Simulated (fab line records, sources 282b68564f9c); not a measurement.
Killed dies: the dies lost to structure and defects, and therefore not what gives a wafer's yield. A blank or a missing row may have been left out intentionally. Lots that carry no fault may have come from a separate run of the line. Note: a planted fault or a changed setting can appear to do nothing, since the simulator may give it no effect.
What tool caused it? :: flow rit_cmos :: 39 wafers from 13 lots sampled at 2 of the route's 202 steps

== WHAT THE GAUGES SHOWED, per wafer ==
No reading from a measuring or inspecting step in the record can be judged against a usual standard deviation.

== WHICH TOOL RAN EACH LOT (tool, then ch and the chambers of the sampled wafers, then the start) ==
lot: L592
RIT_PLDD_STRIP_09: plasma_asher-01 ch 0,1, day 2 22:05
RIT_M1_PROBE_99: -

lot: L593
RIT_PLDD_STRIP_09: plasma_asher-02 ch 0,1, day 3 02:14
RIT_M1_PROBE_99: -

lot: L595
RIT_PLDD_STRIP_09: plasma_asher-01 ch 0, day 3 14:49
RIT_M1_PROBE_99: -

lot: L596
RIT_PLDD_STRIP_09: plasma_asher-02 ch 0,1, day 3 21:16
RIT_M1_PROBE_99: -

lot: L597
RIT_PLDD_STRIP_09: plasma_asher-01 ch 0,1, day 3 23:03
RIT_M1_PROBE_99: -

lot: L598
RIT_PLDD_STRIP_09: plasma_asher-03 ch 0,1, day 4 06:26
RIT_M1_PROBE_99: -

lot: L602
RIT_PLDD_STRIP_09: plasma_asher-01 ch 0,1, day 5 01:46
RIT_M1_PROBE_99: -

lot: L603
RIT_PLDD_STRIP_09: plasma_asher-01 ch 0,1, day 5 04:26
RIT_M1_PROBE_99: prober-02, day 5 22:44

lot: L609
RIT_PLDD_STRIP_09: plasma_asher-03 ch 0,1, day 6 09:40
RIT_M1_PROBE_99: -

lot: L610
RIT_PLDD_STRIP_09: plasma_asher-02 ch 0,1, day 6 20:49
RIT_M1_PROBE_99: -

lot: L613
RIT_PLDD_STRIP_09: plasma_asher-03 ch 0,1, day 7 10:05
RIT_M1_PROBE_99: prober-01, day 7 23:59

lot: L614
RIT_PLDD_STRIP_09: plasma_asher-03 ch 0,1, day 7 16:01
RIT_M1_PROBE_99: -

lot: L615
RIT_PLDD_STRIP_09: plasma_asher-03 ch 0,1, day 8 00:17
RIT_M1_PROBE_99: -
- RIT_PLDD_STRIP_09: strips in O2, time 180 s.
- RIT_M1_PROBE_99

== AS READ BY THE TOOLS THEMSELVES (means over the sampled wafers that have a number; for cases with no such wafer, the mark the record gives instead) ==
RIT_PLDD_STRIP_09.
lot: L592
tool: plasma_asher-01
drypump_motor_current_A (A): 5.9
rf_refl_power_W (W): 7.1

lot: L593
tool: plasma_asher-02
drypump_motor_current_A (A): 5.5
rf_refl_power_W (W): 4.7

lot: L595
tool: plasma_asher-01
drypump_motor_current_A (A): 5.5
rf_refl_power_W (W): 6.8

lot: L596
tool: plasma_asher-02
drypump_motor_current_A (A): 5.5
rf_refl_power_W (W): 4.8

lot: L597
tool: plasma_asher-01
drypump_motor_current_A (A): 5.8
rf_refl_power_W (W): 7.4

lot: L598
tool: plasma_asher-03
drypump_motor_current_A (A): 6.4
rf_refl_power_W (W): 5.6

lot: L602
tool: plasma_asher-01
drypump_motor_current_A (A): 5.9
rf_refl_power_W (W): 7.4

lot: L603
tool: plasma_asher-01
drypump_motor_current_A (A): 6.2
rf_refl_power_W (W): 8.0

lot: L609
tool: plasma_asher-03
drypump_motor_current_A (A): 6.3
rf_refl_power_W (W): 5.5

lot: L610
tool: plasma_asher-02
drypump_motor_current_A (A): 5.5
rf_refl_power_W (W): 4.7

lot: L613
tool: plasma_asher-03
drypump_motor_current_A (A): 6.4
rf_refl_power_W (W): 5.4

lot: L614
tool: plasma_asher-03
drypump_motor_current_A (A): 6.3
rf_refl_power_W (W): 5.4

lot: L615
tool: plasma_asher-03
drypump_motor_current_A (A): 6.4
rf_refl_power_W (W): 5.4

RIT_M1_PROBE_99.
lot: L603
tool: prober-02
killed_at_contacts: 0.0
killed_at_front_end: 22
killed_dies: 22
killed_on_rim: 6.0
killed_open: 5.0
killed_short: 3.7

lot: L613
tool: prober-01
killed_at_contacts: 0.0
killed_at_front_end: 8
killed_dies: 8
killed_on_rim: 2.3
killed_open: 4.7
killed_short: 3.0

== THE ANSWER, worked out from the rows above alone ==
Rule: the lots themselves supply what counts as usual. Put in order of their means at a reading, lots are off if they are a third of the lots or fewer, leave a main group of 4 or more, and stand apart from it by a gap of 3 or more times the standard deviation of the main group's means; of several such gaps the widest counts. Not used: any main group whose means are identical at the precision the tables above print for the reading. A lot without any number at a reading at which 4 lots or more have one is off too. The other lots that the step has rows for count as sound. First the gauges in route order, then the tools' own readings, where a lot's mean is used as printed above. At the first step where some lot is off, the reading lying furthest off is the one used; lots without a number count as furthest.
No lot is off at any reading shown: from this, nothing can be told.

== WHAT HAD BEEN PUT IN BY THE SIMULATOR ==
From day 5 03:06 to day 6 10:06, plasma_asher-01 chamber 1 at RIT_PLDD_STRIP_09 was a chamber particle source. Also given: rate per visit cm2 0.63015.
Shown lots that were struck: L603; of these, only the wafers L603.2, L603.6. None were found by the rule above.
